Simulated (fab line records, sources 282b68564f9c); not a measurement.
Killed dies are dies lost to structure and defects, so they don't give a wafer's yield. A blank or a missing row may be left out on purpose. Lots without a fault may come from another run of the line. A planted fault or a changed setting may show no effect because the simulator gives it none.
fab line records | flow rit_cmos
record lots=13 wafers=39 last_day=7
route steps=202 shown PWELL@45 NRETRO@59 PLDD@120 SILICIDE@162 M1@202
lots that met no fault: from a run of the same line without faults
start_h: hours from the record's first day to the start of the lot's first wafer shown | wait_h: hours since the lot's step before | " the same as in the row above | L1.1+2: a row that stands for several wafers | - no value, or no start given | * or withheld: withheld | < > ~ a bound
route shown NAME@n: a module of which the file shows steps, and the number in the route of the first | usual: mean/standard deviation of fault-free wafers | same: alike in all rows | chamber/n: place in a boat | sites: the reading at each site | _std_site: their standard deviation | _edge_site: outer sites' mean less inner sites' | radius_mm: how far each site lies from the wafer's centre | mask NAME#n: copy n | behind: the tool/chamber that last shaped the wafer | hold: why the lot was held/for how many hours/how that ended | device: the transistor (n, p or np) that didn't switch | end of line: the same wafers' tests at the end of the route | a step without rows: its recipe alone | killed: dies lost to structure and defects at the first sort, not the wafer's yield | map: a wafer's dies, x killed, . not, _ none there
set.NAME: the setting as run; set.NAME@STEP: as run at that earlier step | model.NAME: the simulator's own value behind a step, which no gauge read
steps of the route over a sample of lots; a table a step, a row a wafer
services: from which hour (start_h, from the record's first day; less than 0 if before it) a tool's chamber was out of use, for how many hours, and why
## steps
# step RIT_PWELL_OVL_MEAS_06
# usual PWELL_OVL=-0.7/1.4
# columns lot.wafer tool chamber start_h wait_h PWELL_OVL[nm]
L272.1 overlay-01 - 25.32 - 1.4
L272.3 " - " " 0.6
L272.6 " - " " 2.5
L274.1 overlay-01 - 33.74 - -0.1
L274.4 " - " " -0.6
L274.5 " - " " 0.6
L276.1 overlay-02 - 43.96 - 0.7
L276.4 " - " " 1.7
L276.6 " - " " 0.5
L277.1 overlay-01 - 53.24 - 1.1
L277.4 " - " " 0.2
L277.5 " - " " 1.3
L278.2 overlay-01 - 55.18 - -0.8
L278.4 " - " " -1.8
L278.6 " - " " -0.2
L280.3 overlay-01 - 64.59 - -0.5
L280.4 " - " " 0.0
L280.6 " - " " -1.3
L283.1 overlay-02 - 78.64 - -2.9
L283.3 " - " " -1.4
L283.5 " - " " -1.4
L284.1 overlay-02 - 84.98 - -2.0
L284.4 " - " " 0.5
L284.5 " - " " -0.4
L285.3 overlay-02 - 88.80 - 0.9
L285.5 " - " " 2.3
L285.6 " - " " 0.2
L290.1 overlay-01 - 114.47 - 0.6
L290.2 " - " " -0.8
L290.3 " - " " -2.5
L291.3 overlay-01 - 119.42 - -1.1
L291.5 " - " " -1.1
L291.6 " - " " -0.7
L292.1 overlay-01 - 123.87 - 1.1
L292.3 " - " " 0.0
L292.5 " - " " -2.1
L294.1 overlay-01 - 135.74 - -1.8
L294.3 " - " " -2.1
L294.5 " - " " -1.1
# step RIT_NRETRO_OVL_MEAS_06
# usual NRETRO_OVL=-0.4/1.5
# columns lot.wafer tool chamber start_h wait_h NRETRO_OVL[nm]
L272.1 overlay-02 - 32.32 - 0.2
L272.3 " - " " -0.6
L272.6 " - " " 1.9
L274.1 overlay-02 - 41.52 - 1.0
L274.4 " - " " -0.4
L274.5 " - " " 0.0
L276.1 overlay-01 - 53.49 - -1.7
L276.4 " - " " -1.5
L276.6 " - " " -4.2
L277.1 overlay-01 - 60.24 - 1.6
L277.4 " - " " 0.9
L277.5 " - " " 0.1
L278.2 overlay-01 - 63.49 - -0.9
L278.4 " - " " -1.4
L278.6 " - " " -0.7
L280.3 overlay-01 - 72.81 - 0.3
L280.4 " - " " 1.3
L280.6 " - " " 0.9
L283.1 overlay-02 - 85.71 - -1.5
L283.3 " - " " -2.8
L283.5 " - " " -3.9
L284.1 overlay-01 - 92.40 - -0.5
L284.4 " - " " -1.2
L284.5 " - " " -0.1
L285.3 overlay-01 - 96.49 - -1.5
L285.5 " - " " 0.8
L285.6 " - " " -0.1
L290.1 overlay-02 - 122.25 - -1.8
L290.2 " - " " 1.7
L290.3 " - " " -1.4
L291.3 overlay-01 - 126.79 - 1.0
L291.5 " - " " 0.0
L291.6 " - " " 2.0
L292.1 overlay-01 - 131.69 - -1.4
L292.3 " - " " 1.5
L292.5 " - " " 2.5
L294.1 overlay-02 - 144.59 - -2.8
L294.3 " - " " -1.6
L294.5 " - " " -1.7
# step RIT_PLDD_OVL_MEAS_06
# usual PLDD_OVL=-0.7/1.4
# columns lot.wafer tool chamber start_h wait_h PLDD_OVL[nm]
L272.1 overlay-02 - 47.33 - 1.9
L272.3 " - " " -0.5
L272.6 " - " " -0.6
L274.1 overlay-01 - 59.63 - 0.4
L274.4 " - " " -0.1
L274.5 " - " " -0.2
L276.1 overlay-02 - 70.11 - -0.7
L276.4 " - " " -1.2
L276.6 " - " " -2.2
L277.1 overlay-02 - 75.17 - -4.4
L277.4 " - " " -2.6
L277.5 " - " " -2.7
L278.2 overlay-02 - 77.77 - -0.6
L278.4 " - " " -1.3
L278.6 " - " " -0.5
L280.3 overlay-01 - 88.62 - -2.6
L280.4 " - " " -1.9
L280.6 " - " " -1.5
L283.1 overlay-02 - 102.49 - 1.6
L283.3 " - " " 0.3
L283.5 " - " " 0.0
L284.1 overlay-02 - 107.25 - -0.6
L284.4 " - " " 0.1
L284.5 " - " " -0.2
L285.3 overlay-01 - 109.96 - -0.6
L285.5 " - " " -3.1
L285.6 " - " " -0.5
L290.1 overlay-02 - 138.81 - -2.1
L290.2 " - " " -2.4
L290.3 " - " " -4.5
L291.3 overlay-02 - 141.27 - 0.2
L291.5 " - " " 1.3
L291.6 " - " " -0.9
L292.1 overlay-01 - 149.16 - -1.1
L292.3 " - " " 0.1
L292.5 " - " " -1.1
L294.1 overlay-01 - 160.75 - -1.2
L294.3 " - " " -0.4
L294.5 " - " " -1.5
# step RIT_SILICIDE_SPUTTER_01
# recipe material=Ti target_thk_nm=30 power_w=350 chamber_pressure_pa=0.6952 gas=Ar time_s=240 substrate_temp_c=25
# usual throttle_valve_pct=30.2/1.3
# columns lot.wafer tool chamber start_h wait_h throttle_valve_pct
L272.1 pvd_sputter-01 - 56.88 0.0 29.1
L272.3 " - " " 32.7
L272.6 " - " " 32.7
L274.1 pvd_sputter-01 - 66.67 0.0 31.4
L274.4 " - " " 28.2
L274.5 " - " " 31.4
L276.1 pvd_sputter-01 - 77.09 0.0 28.8
L276.4 " - " " 29.0
L276.6 " - " " 32.5
L277.1 pvd_sputter-02 - 82.24 0.0 30.8
L277.4 " - " " 32.8
L277.5 " - " " 30.8
L278.2 pvd_sputter-03 - 84.86 0.0 30.2
L278.4 " - " " 29.9
L278.6 " - " " 28.4
L280.3 pvd_sputter-03 - 95.93 0.0 29.6
L280.4 " - " " 29.6
L280.6 " - " " 29.9
L283.1 pvd_sputter-03 - 110.07 0.0 28.5
L283.3 " - " " 29.6
L283.5 " - " " 30.1
L284.1 pvd_sputter-02 - 114.52 0.0 32.6
L284.4 " - " " 31.0
L284.5 " - " " 32.5
L285.3 pvd_sputter-03 - 117.39 0.0 29.9
L285.5 " - " " 30.1
L285.6 " - " " 30.0
L290.1 pvd_sputter-03 - 145.77 0.0 29.8
L290.2 " - " " 28.9
L290.3 " - " " 30.0
L291.3 pvd_sputter-01 - 148.59 0.0 31.3
L291.5 " - " " 28.8
L291.6 " - " " 31.3
L292.1 pvd_sputter-02 - 156.03 0.0 30.8
L292.3 " - " " 30.3
L292.5 " - " " 32.5
L294.1 pvd_sputter-02 - 168.02 0.0 32.5
L294.3 " - " " 30.5
L294.5 " - " " 29.7
# step RIT_SILICIDE_RS_MEAS_02
# recipe thk_meas_gauge=four-point-probe reads=Ti_of_SILICIDE_SPUTTER_01
# usual SILICIDE_TI_RS=52.4/0.86
# columns lot.wafer tool chamber start_h wait_h SILICIDE_TI_RS[ohm/sq]
L272.1 film_metro-03 - 57.03 0.1 51.3
L272.3 " - " " 51.4
L272.6 " - " " 51.7
L274.1 film_metro-03 - 66.82 0.1 52.5
L274.4 " - " " 53.8
L274.5 " - " " 52.2
L276.1 film_metro-03 - 77.24 0.1 54.0
L276.4 " - " " 51.6
L276.6 " - " " 52.8
L277.1 film_metro-01 - 82.39 0.1 51.9
L277.4 " - " " 52.2
L277.5 " - " " 52.1
L278.2 film_metro-01 - 85.03 0.1 54.2
L278.4 " - " " 53.6
L278.6 " - " " 52.9
L280.3 film_metro-04 - 96.12 0.1 53.1
L280.4 " - " " 53.8
L280.6 " - " " 53.7
L283.1 film_metro-04 - 110.22 0.1 52.2
L283.3 " - " " 51.5
L283.5 " - " " 52.4
L284.1 film_metro-03 - 114.67 0.1 52.0
L284.4 " - " " 51.6
L284.5 " - " " 52.1
L285.3 film_metro-03 - 117.58 0.1 53.5
L285.5 " - " " 51.8
L285.6 " - " " 52.8
L290.1 film_metro-03 - 145.92 0.1 60.4
L290.2 " - " " 52.3
L290.3 " - " " 51.4
L291.3 film_metro-01 - 148.78 0.1 52.8
L291.5 " - " " 52.0
L291.6 " - " " 52.8
L292.1 film_metro-01 - 156.19 0.1 53.4
L292.3 " - " " 52.9
L292.5 " - " " 53.5
L294.1 film_metro-01 - 168.17 0.1 53.8
L294.3 " - " " 53.7
L294.5 " - " " 53.1
# step RIT_SILICIDE_THK_MEAS_03
# recipe thk_meas_gauge=xrf reads=Ti_of_SILICIDE_SPUTTER_01
# usual SILICIDE_TI_THK=29.8/0.4
# columns lot.wafer tool chamber start_h wait_h SILICIDE_TI_THK[nm]
L272.1 film_metro-03 - 57.15 0.1 30.2
L272.3 " - " " 30.1
L272.6 " - " " 29.9
L274.1 film_metro-03 - 66.94 0.1 29.6
L274.4 " - " " 29.0
L274.5 " - " " 29.9
L276.1 film_metro-03 - 77.36 0.1 29.1
L276.4 " - " " 30.3
L276.6 " - " " 29.7
L277.1 film_metro-01 - 82.51 0.1 29.9
L277.4 " - " " 29.8
L277.5 " - " " 29.8
L278.2 film_metro-01 - 85.14 0.1 29.0
L278.4 " - " " 29.1
L278.6 " - " " 29.5
L280.3 film_metro-04 - 96.22 0.1 29.5
L280.4 " - " " 29.1
L280.6 " - " " 29.0
L283.1 film_metro-04 - 110.34 0.1 29.9
L283.3 " - " " 30.2
L283.5 " - " " 29.8
L284.1 film_metro-03 - 114.79 0.1 29.8
L284.4 " - " " 29.9
L284.5 " - " " 29.9
L285.3 film_metro-03 - 117.68 0.1 29.2
L285.5 " - " " 30.0
L285.6 " - " " 29.6
L290.1 film_metro-03 - 146.04 0.1 26.8
L290.2 " - " " 30.0
L290.3 " - " " 30.5
L291.3 film_metro-01 - 148.88 0.1 29.8
L291.5 " - " " 29.9
L291.6 " - " " 29.7
L292.1 film_metro-01 - 156.31 0.1 29.4
L292.3 " - " " 29.7
L292.5 " - " " 29.3
L294.1 film_metro-01 - 168.29 0.1 29.3
L294.3 " - " " 29.4
L294.5 " - " " 29.7
# step RIT_M1_PROBE_99
# usual killed_at_contacts=0.0/0.22 killed_at_front_end=7/3 killed_dies=7/3.1 killed_open=3.4/2.1 killed_short=3.4/2
# same gross_dies=264 killed_at_M0_to_M3=0 killed_at_M4_up=0 killed_at_back_side=0 killed_at_other=0
# columns lot.wafer tool chamber start_h wait_h killed_at_contacts killed_at_front_end killed_dies killed_open killed_short
L278.2 prober-01 - 92.06 0.1 0 11 11 7 4
L278.4 prober-01 - 92.16 0.2 0 8 8 4 4
L278.6 prober-01 - 92.26 0.2 0 8 8 5 3
L283.1 prober-02 - 117.04 0.1 0 5 5 4 1
L283.3 prober-02 - 117.14 0.2 0 10 10 5 5
L283.5 prober-02 - 117.24 0.2 0 6 6 1 5
L291.3 prober-02 - 155.64 0.2 0 12 12 8 4
L291.5 prober-02 - 155.74 0.2 0 1 1 1 0
L291.6 prober-02 - 155.79 0.2 0 4 4 3 1
# killed by level:class
L278.2 FOX1:geometric_particle:open=3 GATE:geometric_particle:open=3 SPACER:geometric_particle:short=2 GATE:geometric_particle:short=1 REOX:geometric_particle:short=1 SPACER:geometric_particle:open=1
L278.4 FOX1:geometric_particle:short=2 GATE:geometric_particle:short=2 FOX1:geometric_particle:open=1 FOX2:geometric_particle:open=1 GATE:geometric_particle:open=1 SILICIDE:geometric_particle:open=1
L278.6 GATE:geometric_particle:open=2 REOX:geometric_particle:short=2 FOX1:geometric_particle:open=1 GATE:geometric_particle:short=1 SPACER:geometric_particle:open=1 SILICIDE:geometric_particle:open=1
L283.1 GATE:geometric_particle:open=3 REOX:geometric_particle:open=1 SILICIDE:geometric_particle:short=1
L283.3 GATE:geometric_particle:open=3 REOX:geometric_particle:short=2 FOX1:geometric_particle:open=1 GATE:geometric_particle:short=1 SPACER:geometric_particle:short=1 SILICIDE:geometric_particle:open=1 SILICIDE:geometric_particle:short=1
L283.5 GATE:geometric_particle:short=3 FOX1:geometric_particle:short=1 SPACER:geometric_particle:open=1 SILICIDE:geometric_particle:short=1
L291.3 REOX:geometric_particle:open=4 GATE:geometric_particle:open=3 GATE:geometric_particle:short=2 FOX1:geometric_particle:short=1 FOX2:geometric_particle:open=1 FOX2:geometric_particle:short=1
L291.5 REOX:geometric_particle:open=1
L291.6 GATE:geometric_particle:open=2 GATE:geometric_particle:short=1 SILICIDE:geometric_particle:open=1
## services
# columns tool chamber start_h hours kind
pvd_sputter-02 - 47.48 33.7 repair
pvd_sputter-03 - 55.94 2.4 repair
pvd_sputter-01 - 78.45 3.6 repair
pvd_sputter-01 - 85.88 3.1 repair
pvd_sputter-03 - 131.63 5.5 repair
pvd_sputter-02 - 133.18 21.3 repair
## key
first_sign step=RIT_SILICIDE_RS_MEAS_02 reading=SILICIDE_TI_RS direction=up sigmas=9.2 usual=52.4 struck=60.4
effect step=RIT_SILICIDE_THK_MEAS_03 reading=SILICIDE_TI_THK direction=down sigmas=7.5 usual=29.8 struck=26.8
met_at RIT_SILICIDE_SPUTTER_01
struck_lots L290
struck_wafers L290.1
tester_left_out L290
not_acting_at RIT_PWELL_OVL_MEAS_06,RIT_NRETRO_OVL_MEAS_06,RIT_PLDD_OVL_MEAS_06
onset_between 117.39 145.77
fault kind=process_parameter_drift tool=pvd_sputter-03 chamber=- onset_h=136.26 steps=RIT_SILICIDE_SPUTTER_01 channel=target_thk_nm offset=-3 shape=step end_h=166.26 stated=30 scope=struck_wafers_only
# tester_left_out: of these lots the tester's yield and bins aren't shown, on N5 and GAA mostly nor the transistor test; their killed dies are dies lost to structure and defects alone, not to doping, threshold or leakage, so they don't give the yield
